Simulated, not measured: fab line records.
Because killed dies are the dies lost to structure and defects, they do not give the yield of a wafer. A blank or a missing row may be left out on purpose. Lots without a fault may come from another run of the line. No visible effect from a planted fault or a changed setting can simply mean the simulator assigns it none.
fab line records | flow berkeley-cmos170
record: lots: 5 wafers: 15 last-day: 13
route steps=331 shown FIELD@91 SACOX@97 SCREENOX@100 NVT@104
lots that met no fault: from a run of the same line without faults
start-h: hours from the record's opening day to when the first of the lot's shown wafers began | wait-h: how many hours have passed since the lot's step before this one | " repeats the value in the row above | L1.1+2: a single row standing in for several wafers | - no value, or no start was given | * or withheld: withheld | < > ~ a bound
route shown NAME@n: a module of which the file shows steps, and the number in the route of the first | usual: mean/standard deviation taken from wafers without a fault | same: alike in all rows | chamber/n: place in a boat | sites: each site's reading | _std_site: standard deviation across them | _edge_site: the outer-site mean with the inner-site mean subtracted | radius-mm: for every site, how far away it sits from the centre of the wafer | mask NAME#n: copy n | behind: the most recent tool/chamber to have shaped the wafer | hold: the reason the lot was held/the length of the hold in hours/how it ended | device: the transistor (n, p or np) that didn't switch | end of line: the same wafers' tests at the end of the route | step lacking rows: just its recipe | killed: count of dies lost to structure and defects at first sort (not the wafer's yield) | map: dies across one wafer; x = killed, . = not, _ = none there
set.NAME: the setting as run; set.NAME@STEP: as run at that earlier step | model.NAME: the simulator's own value behind a step, which no gauge read
lots seen at some steps along the route; tables by step, rows by wafer
services: when a tool's chamber went out of use (start-h, in hours from the record's first day, below 0 if earlier), for how many hours, and the reason
== steps ==
step: UCB170_FIELD_THK_MEAS_02
recipe: reads: SiO2_of_FIELD_OXIDATION_01
usual: FIELD_OXIDE_THK: 555/9.3
columns lot.wafer tool chamber start-h wait-h FIELD_OXIDE_THK[nm]
L074.4 film-metro-02 - 105.67 0.0 559
L074.5 " - " " 560
L074.6 " - " " 555
L080.1 film-metro-03 - 141.92 0.1 550
L080.3 " - " " 555
L080.4 " - " " 555
L085.2 film-metro-02 - 141.93 0.1 561
L085.4 " - " " 565
L085.6 " - " " 559
L091.1 film-metro-02 - 181.57 0.0 553
L091.3 " - " " 552
L091.6 " - " " 560
L095.1 film-metro-02 - 203.60 0.0 551
L095.4 " - " " 554
L095.5 " - " " 550
step: UCB170_FIELD_ANNEAL_03
recipe: temp-c: 1000 time-s: 1200 ambient: N2
same: time-s: 1200
columns lot.wafer tool chamber start-h wait-h
L074.4+5+6 furnace-02 0 109.39 3.7
L080.1+3+4 furnace-01 0 148.14 6.2
L085.2+4+6 furnace-01 0 148.14 6.2
L091.1+3+6 furnace-01 0 185.25 3.7
L095.1+4+5 furnace-01 0 209.13 5.5
step: UCB170_FIELD_WET_ETCH_04
recipe: chemistry: dHF dilution: 10:1 target: SiO2 temp-c: 25 time-s: 60
usual: temp-c: 25.00/0.094
same: time-s: 60
columns lot.wafer tool chamber start-h wait-h temp-c
L074.4 wet-bench-02 2 110.73 0.0 24.96
L074.5 " 2 " " 24.87
L074.6 " 2 " " 24.93
L080.1 wet-bench-04 2 149.47 0.0 25.09
L080.3 " 2 " " 25.22
L080.4 " 2 " " 24.98
L085.2 wet-bench-01 1 149.47 0.0 25.06
L085.4 " 1 " " 25.13
L085.6 " 1 " " 24.92
L091.1 wet-bench-01 0 186.59 0.0 25.13
L091.3 " 0 " " 25.04
L091.6 " 0 " " 25.08
L095.1 wet-bench-02 2 210.46 0.0 24.91
L095.4 " 2 " " 25.05
L095.5 " 2 " " 24.92
step: UCB170_FIELD_WET_ETCH_05
recipe: chemistry: H3PO4 target: Si3N4 temp-c: 160 time-s: 12600
usual: temp-c: 159.99/0.15
same: time-s: 12600
columns lot.wafer tool chamber start-h wait-h temp-c
L074.4 wet-bench-04 0 110.75 0.0 160.05
L074.5 " 0 " " 160.09
L074.6 " 0 " " 160.26
L080.1 wet-bench-04 3 149.49 0.0 160.12
L080.3 " 3 " " 160.10
L080.4 " 3 " " 159.94
L085.2 wet-bench-01 1 149.49 0.0 159.96
L085.4 " 1 " " 159.98
L085.6 " 1 " " 159.87
L091.1 wet-bench-01 2 186.61 0.0 160.07
L091.3 " 2 " " 160.14
L091.6 " 2 " " 159.87
L095.1 wet-bench-02 3 210.66 0.2 160.26
L095.4 " 3 " " 160.03
L095.5 " 3 " " 159.98
step: UCB170_FIELD_WET_ETCH_06
recipe: chemistry: BOE dilution: 5:1 target: SiO2 temp-c: 25 time-s: 21.54
usual: temp-c: 25.00/0.1
same: time-s: 21.54
columns lot.wafer tool chamber start-h wait-h temp-c
L074.4 wet-bench-01 2 114.26 0.0 25.04
L074.5 " 2 " " 24.99
L074.6 " 2 " " 25.05
L080.1 wet-bench-01 1 153.00 0.0 25.08
L080.3 " 1 " " 24.90
L080.4 " 1 " " 25.01
L085.2 wet-bench-01 2 153.00 0.0 25.18
L085.4 " 2 " " 24.93
L085.6 " 2 " " 24.77
L091.1 wet-bench-01 2 190.47 0.0 25.12
L091.3 " 2 " " 24.98
L091.6 " 2 " " 25.11
L095.1 wet-bench-04 1 214.17 0.0 25.09
L095.4 " 1 " " 24.89
L095.5 " 1 " " 25.11
step: UCB170_FIELD_THK_MEAS_90
recipe: reads: SiO2_of_FIELD_OXIDATION_01
usual: FIELD_OXIDE_LEFT_1_THK: 440/9.2
columns lot.wafer tool chamber start-h wait-h FIELD_OXIDE_LEFT_1_THK[nm]
L074.4 film-metro-04 - 114.31 0.0 444
L074.5 " - " " 446
L074.6 " - " " 441
L080.1 film-metro-04 - 153.02 0.0 434
L080.3 " - " " 439
L080.4 " - " " 439
L085.2 film-metro-03 - 153.03 0.0 444
L085.4 " - " " 448
L085.6 " - " " 443
L091.1 film-metro-02 - 190.48 0.0 436
L091.3 " - " " 435
L091.6 " - " " 444
L095.1 film-metro-04 - 214.18 0.0 436
L095.4 " - " " 439
L095.5 " - " " 435
step: UCB170_SACOX_CLEAN_00
recipe: chemistry: dHF dilution: 25:1 time-s: 7.5
same: time-s: 7.5
columns lot.wafer tool chamber start-h wait-h
L074.4+5+6 wet-bench-01 3 114.34 0.0
L080.1+3+4 wet-bench-02 0 153.08 0.1
L085.2+4+6 wet-bench-02 1 153.08 0.0
L091.1+3+6 wet-bench-01 0 190.54 0.1
L095.1+4+5 wet-bench-03 0 214.24 0.1
step: UCB170_SACOX_OXIDATION_01
recipe: temp-c: 900 ambient: O2 target-thk-a: 144 ox-time-s: 2400
usual: ox-temp-c-max: 904.6/1.4
columns lot.wafer tool chamber start-h wait-h ox-temp-c-max
L074.4 furnace-04 0 119.13 4.8 904.7
L074.5 " 0 " " 904.1
L074.6 " 0 " " 904.7
L080.1 furnace-02 0 156.53 3.4 903.3
L080.3 " 0 " " 904.6
L080.4 " 0 " " 903.1
L085.2 furnace-02 0 156.53 3.4 903.7
L085.4 " 0 " " 903.0
L085.6 " 0 " " 903.0
L091.1 furnace-02 0 194.02 3.5 902.3
L091.3 " 0 " " 902.2
L091.6 " 0 " " 902.1
L095.1 furnace-02 0 219.29 5.0 904.2
L095.4 " 0 " " 904.3
L095.5 " 0 " " 904.1
step: UCB170_SACOX_THK_MEAS_02
recipe: reads: SiO2_of_SACOX_OXIDATION_01
usual: SACOX_OXIDE_THK: 14.39/0.25
columns lot.wafer tool chamber start-h wait-h SACOX_OXIDE_THK[nm]
L074.4 film-metro-02 - 120.83 0.0 14.54
L074.5 " - " " 14.76
L074.6 " - " " 14.48
L085.2 film-metro-01 - 158.20 0.0 14.70
L085.4 " - " " 14.79
L085.6 " - " " 14.45
L080.1 film-metro-03 - 158.25 0.1 14.30
L080.3 " - " " 14.40
L080.4 " - " " 14.34
L091.1 film-metro-01 - 195.69 0.0 14.10
L091.3 " - " " 14.11
L091.6 " - " " 14.47
L095.1 film-metro-01 - 220.96 0.0 14.45
L095.4 " - " " 14.31
L095.5 " - " " 14.34
step: UCB170_SCREENOX_WET_ETCH_00
recipe: chemistry: dHF dilution: 25:1 target: SiO2 temp-c: 25 time-s: 200
usual: temp-c: 25.01/0.1
same: time-s: 200
columns lot.wafer tool chamber start-h wait-h temp-c
L074.4 wet-bench-04 2 120.86 0.0 25.19
L074.5 " 2 " " 24.96
L074.6 " 2 " " 25.13
L085.2 wet-bench-01 0 158.25 0.0 25.05
L085.4 " 0 " " 24.97
L085.6 " 0 " " 25.05
L080.1 wet-bench-03 1 158.31 0.1 25.04
L080.3 " 1 " " 25.06
L080.4 " 1 " " 24.91
L091.1 wet-bench-01 0 195.75 0.1 25.09
L091.3 " 0 " " 25.06
L091.6 " 0 " " 25.07
L095.1 wet-bench-04 0 221.02 0.1 25.18
L095.4 " 0 " " 24.99
L095.5 " 0 " " 24.85
step: UCB170_SCREENOX_OXIDATION_01
recipe: temp-c: 900 ambient: O2 target-thk-a: 144 ox-time-s: 2400
usual: ox-temp-c-max: 904.3/1.4
columns lot.wafer tool chamber start-h wait-h ox-temp-c-max
L074.4 furnace-02 0 124.84 3.9 903.3
L074.5 " 0 " " 904.0
L074.6 " 0 " " 904.2
L080.1 furnace-02 0 161.03 2.6 904.6
L080.3 " 0 " " 903.4
L080.4 " 0 " " 902.5
L085.2 furnace-02 0 161.03 2.7 902.8
L085.4 " 0 " " 903.3
L085.6 " 0 " " 903.8
L091.1 furnace-01 0 200.02 4.2 905.4
L091.3 " 0 " " 906.4
L091.6 " 0 " " 905.1
L095.1 furnace-04 0 225.53 4.4 904.6
L095.4 " 0 " " 904.3
L095.5 " 0 " " 904.9
step: UCB170_SCREENOX_THK_MEAS_02
recipe: reads: SiO2_of_SCREENOX_OXIDATION_01
usual: SCREENOX_OXIDE_THK: 14.40/0.25
columns lot.wafer tool chamber start-h wait-h SCREENOX_OXIDE_THK[nm]
L074.4 film-metro-01 - 126.54 0.0 14.49
L074.5 " - " " 14.49
L074.6 " - " " 14.68
L085.2 film-metro-03 - 162.76 0.1 14.49
L085.4 " - " " 14.44
L085.6 " - " " 14.44
L080.1 film-metro-04 - 162.81 0.1 14.75
L080.3 " - " " 14.87
L080.4 " - " " 14.71
L091.1 film-metro-01 - 201.69 0.0 14.25
L091.3 " - " " 14.20
L091.6 " - " " 14.49
L095.1 film-metro-01 - 227.20 0.0 14.42
L095.4 " - " " 14.95
L095.5 " - " " 14.68
step: UCB170_SCREENOX_ANNEAL_03
recipe: temp-c: 900 time-s: 900 ambient: N2
same: time-s: 900
columns lot.wafer tool chamber start-h wait-h
L074.4+5+6 furnace-02 0 129.09 2.5
L080.1+3+4 furnace-04 0 165.72 2.9
L085.2+4+6 furnace-04 0 165.72 2.9
L091.1+3+6 furnace-01 0 207.88 6.2
L095.1+4+5 furnace-02 0 233.31 6.1
step: UCB170_NVT_HMDS_00
recipe: prime-time-s: 60 prime-temp-c: 100
usual: resist-line-temp-C: 23.01/0.1
columns lot.wafer tool chamber start-h wait-h resist-line-temp-C
L074.4 litho-track-02 0 130.42 0.1 23.07
L074.5 " 0 " " 23.07
L074.6 " 0 " " 23.21
L080.1 litho-track-03 0 167.11 0.1 23.00
L080.3 " 0 " " 23.01
L080.4 " 0 " " 22.95
L085.2 litho-track-03 0 167.58 0.6 23.11
L085.4 " 0 " " 23.00
L085.6 " 0 " " 22.96
L091.1 litho-track-04 0 209.13 0.0 23.01
L091.3 " 0 " " 22.86
L091.6 " 0 " " 23.00
L095.1 litho-track-04 0 234.56 0.0 22.79
L095.4 " 0 " " 22.85
L095.5 " 0 " " 22.85
step: UCB170_NVT_COAT_01
recipe: resist: KrF spin-rpm: 1500 resist-thk-nm: 900
usual: resist-line-temp-C: 22.98/0.12
columns lot.wafer tool chamber start-h wait-h resist-line-temp-C
L074.4 litho-track-02 0 130.57 0.1 23.03
L074.5 " 0 " " 23.03
L074.6 " 0 " " 23.01
L080.1 litho-track-03 0 167.26 0.1 22.97
L080.3 " 0 " " 22.99
L080.4 " 0 " " 22.91
L085.2 litho-track-03 0 167.73 0.1 23.11
L085.4 " 0 " " 22.99
L085.6 " 0 " " 23.14
L091.1 litho-track-04 0 209.28 0.1 23.10
L091.3 " 0 " " 22.99
L091.6 " 0 " " 23.05
L095.1 litho-track-04 0 234.71 0.1 22.99
L095.4 " 0 " " 22.94
L095.5 " 0 " " 23.05
step: UCB170_NVT_SOFTBAKE_02
recipe: resist: KrF temp-c: 130 time-s: 60
usual: resist-line-temp-C: 23.00/0.11
same: time-s: 60
columns lot.wafer tool chamber start-h wait-h resist-line-temp-C
L074.4 litho-track-02 0 130.72 0.1 23.12
L074.5 " 0 " " 23.10
L074.6 " 0 " " 23.03
L080.1 litho-track-03 0 167.41 0.1 22.83
L080.3 " 0 " " 22.93
L080.4 " 0 " " 23.14
L085.2 litho-track-03 0 167.88 0.1 22.72
L085.4 " 0 " " 22.88
L085.6 " 0 " " 22.89
L091.1 litho-track-04 0 209.43 0.1 23.22
L091.3 " 0 " " 22.99
L091.6 " 0 " " 23.09
L095.1 litho-track-04 0 234.86 0.1 22.97
L095.4 " 0 " " 22.92
L095.5 " 0 " " 22.96
step: UCB170_NVT_EXPOSE_03
recipe: mask-id: PWELL target-cd-nm: 3000 na: 0.5 sigma-outer: 0.6 source-shape: conventional dose-mj: 30
columns lot.wafer tool chamber start-h wait-h mask
L074.4+5+6 krf-scanner-02 0 130.85 0.1 PWELL#0
L080.1+3+4 krf-scanner-01 0 167.87 0.4 PWELL#0
L085.2+4+6 krf-scanner-01 0 168.48 0.6 PWELL#0
L091.1+3+6 krf-scanner-01 0 209.70 0.2 PWELL#0
L095.1+4+5 krf-scanner-02 0 235.13 0.2 PWELL#0
step: UCB170_NVT_PEB_04
recipe: peb-temp-c: 130 peb-time-s: withheld resist: KrF
usual: resist-line-temp-C: 23.01/0.12
columns lot.wafer tool chamber start-h wait-h resist-line-temp-C
L074.4 litho-track-04 0 130.99 0.1 23.19
L074.5 " 0 " " 23.07
L074.6 " 0 " " 23.20
L080.1 litho-track-03 0 168.73 0.8 23.07
L080.3 " 0 " " 22.97
L080.4 " 0 " " 23.15
L085.2 litho-track-04 0 169.15 0.6 23.02
L085.4 " 0 " " 23.06
L085.6 " 0 " " 22.98
L091.1 litho-track-02 0 209.84 0.1 23.00
L091.3 " 0 " " 22.99
L091.6 " 0 " " 23.06
L095.1 litho-track-02 0 235.25 0.1 23.01
L095.4 " 0 " " 22.87
L095.5 " 0 " " 22.94
step: UCB170_NVT_DEVELOP_05
recipe: developer: TMAH develop-time-s: 45 resist: KrF dev-temp-c: 21
usual: resist-line-temp-C: 23.01/0.11
columns lot.wafer tool chamber start-h wait-h resist-line-temp-C
L074.4 litho-track-04 0 - - 22.90
L074.5 " 0 " " 22.94
L074.6 " 0 " " 23.10
L080.1 litho-track-03 0 - - 23.09
L080.3 " 0 " " 23.02
L080.4 " 0 " " 23.00
L085.2 litho-track-04 0 - - 22.78
L085.4 " 0 " " 22.83
L085.6 " 0 " " 22.94
L091.1 litho-track-02 0 - - 23.16
L091.3 " 0 " " 23.14
L091.6 " 0 " " 23.18
L095.1 litho-track-02 0 - - 22.97
L095.4 " 0 " " 23.04
L095.5 " 0 " " 23.00
step: UCB170_NVT_OVL_MEAS_06
usual: NVT_OVL: 1/5.2
columns lot.wafer tool chamber start-h wait-h NVT_OVL[nm]
L074.4 overlay-01 - 131.20 - 3
L074.5 " - " " 1
L074.6 " - " " -1
L080.1 overlay-02 - 169.01 - -3
L080.3 " - " " 5
L080.4 " - " " -5
L085.2 overlay-01 - 169.40 - -9
L085.4 " - " " -5
L085.6 " - " " -8
L091.1 overlay-01 - 210.11 - 1
L091.3 " - " " 2
L091.6 " - " " 3
L095.1 overlay-02 - 235.52 - -1
L095.4 " - " " 3
L095.5 " - " " -2
step: UCB170_NVT_IMPLANT_07
recipe: species: BF2 dose-cm2: 3e+12 energy-kev: 50 tilt-deg: 7
columns lot.wafer tool chamber start-h wait-h
L074.4+5+6 implanter-04 0 131.30 0.1
L080.1+3+4 implanter-04 0 169.04 0.0
L085.2+4+6 implanter-03 0 169.46 0.0
L091.1+3+6 implanter-04 0 210.15 0.0
L095.1+4+5 implanter-04 0 235.56 0.0
step: UCB170_NVT_STRIP_08
recipe: chemistry: O2 power-w: 400 pressure-mtorr: 3500 platen-temp-c: withheld o2-flow-sccm: 400 overash-fraction: 0.5
usual: drypump-motor-current-A: 5.9/0.43 oes-product-au: 0.734/0.0047 strip-time-to-endpoint-s: 21.63/0.055
same: overash-fraction: 0.5
columns lot.wafer tool chamber start-h wait-h drypump-motor-current-A oes-product-au rf-hours-counter-h strip-time-to-endpoint-s
L074.4 plasma-asher-04 0 131.41 0.1 5.7 0.739 - 21.62
L074.5 " 1 " " 6.1 0.731 - 21.66
L074.6 " 0 " " 5.8 0.726 - 21.64
L080.1 plasma-asher-03 0 169.19 0.1 5.1 0.745 44 21.64
L080.3 " 0 " " 5.2 0.729 - 21.67
L080.4 " 1 " " 5.8 0.733 - 21.63
L085.2 plasma-asher-03 1 169.58 0.1 5.8 0.730 44 21.59
L085.4 " 0 " " 5.1 0.731 - 21.58
L085.6 " 1 " " 5.8 0.740 - 21.56
L091.1 plasma-asher-04 0 210.30 0.1 5.7 0.734 53 21.60
L091.3 " 0 " " 5.7 0.732 - 21.59
L091.6 " 1 " " 6.1 0.739 - 21.65
L095.1 plasma-asher-03 1 235.71 0.1 5.8 0.723 52 21.63
L095.4 " 0 " " 5.1 0.731 - 21.58
L095.5 " 0 " " 5.1 0.743 - 21.63
step: UCB170_NVT_TW_MEAS_09
usual: NVT_TW: 522/5.4
columns lot.wafer tool chamber start-h wait-h NVT_TW
L074.4 film-metro-02 - 131.50 0.1 529
L074.5 " - " " 529
L074.6 " - " " 527
L080.1 film-metro-02 - 169.29 0.1 525
L080.3 " - " " 527
L080.4 " - " " 526
L085.2 film-metro-04 - 169.69 0.1 515
L085.4 " - " " 516
L085.6 " - " " 518
L091.1 film-metro-04 - 210.40 0.1 516
L091.3 " - " " 516
L091.6 " - " " 515
L095.1 film-metro-01 - 235.81 0.1 523
L095.4 " - " " 522
L095.5 " - " " 520
== services ==
columns tool chamber start-h hours kind
krf-scanner-01 - 88.01 4.4 pm
krf-scanner-02 - 92.14 0.4 repair
furnace-04 - 96.68 2.8 pm
krf-scanner-01 - 114.62 1.3 pm
implanter-03 - 115.90 7.2 repair
krf-scanner-02 - 148.36 0.3 repair
krf-scanner-01 - 150.67 0.8 pm
implanter-04 - 160.48 3.6 pm
furnace-02 - 173.73 2.8 pm
krf-scanner-02 - 177.09 0.8 pm
krf-scanner-02 - 177.96 1.3 pm
krf-scanner-01 - 194.57 0.7 repair
implanter-03 - 195.63 3.8 repair
implanter-03 - 203.48 0.7 repair
furnace-01 - 203.75 1.3 repair
wet-bench-02 - 221.05 7.4 repair
furnace-01 - 223.89 4.2 pm
krf-scanner-02 - 224.74 2.7 repair
wet-bench-04 - 226.44 2.6 repair
krf-scanner-01 - 227.41 1.0 pm
plasma-asher-03 - 230.01 2.0 repair
== key ==
fault none
